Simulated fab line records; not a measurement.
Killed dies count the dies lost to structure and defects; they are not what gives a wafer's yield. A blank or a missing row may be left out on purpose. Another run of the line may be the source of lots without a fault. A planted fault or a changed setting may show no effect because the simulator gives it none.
Check of tool commonality    flow berkeley cmos170    14 lots and 42 wafers in the sample

WHY THIS WAS OPENED
At UCB170_NLDD_TW_MEAS_11 the reading NLDD_TW is flagged on 2 of 14 lots. No-fault wafers: 2213, standard deviation 12.
Rule: flag the lot when none of its wafers has a number, or when each of its wafers that has one lies beyond 4 standard deviations from that mean. The rest of the lots are taken to be sound.

lot   measured      on             NLDD_TW, wafer by wafer  flag
L627  day 6 16:30   film metro-04  2226 2211 2221           
L629  day 7 04:55   film metro-01  2218 2206 2214           
L631  day 7 09:35   film metro-01  2220 2219 2215           
L630  day 7 11:09   film metro-04  2221 2234 2234           
L632  day 7 13:36   film metro-01  2210 2210 2220           
L634  day 7 13:57   film metro-03  2217 2215 2212           
L636  day 8 11:29   film metro-04  2196 2195 2214           
L637  day 8 11:44   film metro-03  2243 2240 2247           
L635  day 8 11:45   film metro-04  2203 2207 2209           
L638  day 8 19:20   film metro-04  2206 2204 2199           
L639  day 8 19:56   film metro-01  2203 2192 2198           
L644  day 10 01:13  film metro-01  2210 2192 2194           
L647  day 10 07:11  film metro-04  2365 2367 2380           FLAGGED
L649  day 10 16:26  film metro-03  2380 2382 2392           FLAGGED
On average the flagged lots' numbers are 2378, which is +165 against the usual, or +14 standard deviations.

WHICH TOOL RAN EACH LOT
The record holds 1 process step before the reading, out of a route of 331 steps. Cell contents, in order: the tool; ch with the chambers the sampled wafers went through; the start.
lot   flag     UCB170_NLDD_IMPLANT_08
L627           implanter-02 ch 0, day 6 16:08
L629           implanter-03 ch 0, day 7 04:31
L631           implanter-03 ch 0, day 7 09:11
L630           implanter-04 ch 0, day 7 10:46
L632           implanter-04 ch 0, day 7 13:12
L634           implanter-03 ch 0, day 7 13:35
L636           implanter-02 ch 0, day 8 11:06
L637           implanter-03 ch 0, day 8 11:20
L635           implanter-04 ch 0, day 8 11:21
L638           implanter-03 ch 0, day 8 18:56
L639           implanter-02 ch 0, day 8 19:32
L644           implanter-04 ch 0, day 10 00:49
L647  FLAGGED  implanter-03 ch 0, day 10 06:49
L649  FLAGGED  implanter-03 ch 0, day 10 16:02
These steps, and what they do:
- UCB170_NLDD_IMPLANT_08
- UCB170_NLDD_TW_MEAS_11

FLAGGED AGAINST TOTAL, ONE TOOL AT A TIME (gauges that did the reading follow at the end)
step                    tool           lots run  flagged  share of the flagged lots  sound lots run after its first flagged lot
UCB170_NLDD_IMPLANT_08  implanter-02   3         0        none                       -
UCB170_NLDD_IMPLANT_08  implanter-03   7         2        all                        0
UCB170_NLDD_IMPLANT_08  implanter-04   4         0        none                       -
UCB170_NLDD_TW_MEAS_11  film metro-01  5         0        none                       -
UCB170_NLDD_TW_MEAS_11  film metro-03  3         1        some                       0
UCB170_NLDD_TW_MEAS_11  film metro-04  6         1        some                       0

WHAT IS ALLOWED BY THE TABLE
In the table, 1 row covers all flagged lots: implanter-03 at UCB170_NLDD_IMPLANT_08.
- implanter-03 at UCB170_NLDD_IMPLANT_08: 2 of its 7 lots flagged. A fault beginning between L638 (day 8 18:56), its last sound lot, and L647 (day 10 06:49), its first flagged one, fits the data. Its own readings lie more than 4 standard deviations out on every wafer of the flagged lots: dose ions cm2, faraday current uA.
What remains is a single tool, implanter-03 at UCB170_NLDD_IMPLANT_08.

WHAT WAS PUT IN BY THE SIMULATOR
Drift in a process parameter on implanter-03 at UCB170_NLDD_IMPLANT_08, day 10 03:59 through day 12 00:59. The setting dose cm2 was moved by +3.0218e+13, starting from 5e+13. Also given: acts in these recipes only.
Shown lots that were struck: L647, L649. Same finding as the rule above.
